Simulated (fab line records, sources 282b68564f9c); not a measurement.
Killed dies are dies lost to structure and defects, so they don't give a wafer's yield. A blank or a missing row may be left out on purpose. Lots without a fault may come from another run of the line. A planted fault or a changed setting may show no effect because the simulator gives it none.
One fault seen from 2 desks | flow rit_cmos | each desk has only its own numbers; what lay behind them comes last

THE METROLOGY DESK
What the gauges read, lot by lot, whatever tool the lot ran on: means of the sampled wafers that have a number. A lot is out of limits, marked OUT, if its mean lies more than 4 standard deviations from the usual mean; the brackets give that distance.
Columns: A = SPACER_NITRIDE_THK at RIT_SPACER_THK_MEAS_04, usual 251.2 nm
lot  | first seen here | A
L863 | day 3 00:17     | 249.3
L864 | day 3 07:25     | 250.6
L866 | day 3 15:50     | 255.3
L867 | day 3 20:17     | 251.0
L868 | day 4 03:26     | 222.8 (-11) OUT
L869 | day 4 07:10     | 218.1 (-12) OUT
L870 | day 4 17:44     | 221.1 (-11) OUT
L871 | day 4 23:48     | 248.7
L880 | day 6 22:58     | 254.5
L881 | day 7 09:54     | 253.2
L882 | day 7 16:11     | 247.8
L883 | day 7 16:28     | 248.3
L884 | day 7 18:05     | 246.5
L886 | day 7 22:32     | 255.5
L885 | day 8 00:26     | 251.5
This desk's finding: out of limits on L868, L869, L870; first on L868, day 4 03:26 (SPACER_NITRIDE_THK at RIT_SPACER_THK_MEAS_04). In limits: L863, L864, L866, L867, L871, L880, L881, L882, L883, L884, L886, L885.

THE TOOL OWNER'S DESK: lpcvd-01
The tool's own readings at RIT_SPACER_CVD_03 (deposits Si3N4 from SiH2Cl2/NH3, target thk 250 nm, time 3300 s): means of the sampled wafers that have a number, for each lot that ran on this tool. A lot is out of limits, marked OUT, if its mean lies more than 4 standard deviations from the usual mean; the brackets give that distance.
Columns: A = susceptor_temp_C at RIT_SPACER_CVD_03, usual 810.0 C
lot  | first seen here | A
L863 | day 2 22:22     | 810.1
L864 | day 3 05:30     | 809.8
L866 | day 3 13:54     | 809.9
L867 | day 3 18:22     | 810.0
L868 | day 4 01:30     | 810.4
L869 | day 4 05:14     | 810.1
L870 | day 4 15:49     | 809.6
L881 | day 7 07:58     | 810.1
L882 | day 7 14:14     | 810.2
L884 | day 7 16:10     | 809.7
L886 | day 7 20:37     | 809.6
This desk's finding: nothing out of limits on any of the 11 lots.

PUT TOGETHER
The metrology desk could have raised an alarm at day 4 03:26, on L868, L869, L870.
The tool owner's desk saw nothing out of limits.
The tool owner's desk has L868, L869, L870 on record, within its limits.
Of the lots named, all ran RIT_SPACER_CVD_03 on lpcvd-01.

WHAT THE SIMULATOR HAD PUT IN
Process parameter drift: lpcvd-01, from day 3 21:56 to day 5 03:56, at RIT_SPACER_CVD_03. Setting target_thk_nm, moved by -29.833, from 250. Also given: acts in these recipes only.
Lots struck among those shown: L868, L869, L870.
Hours from the fault's start to each desk's first reading out of limits: the metrology desk, 6.
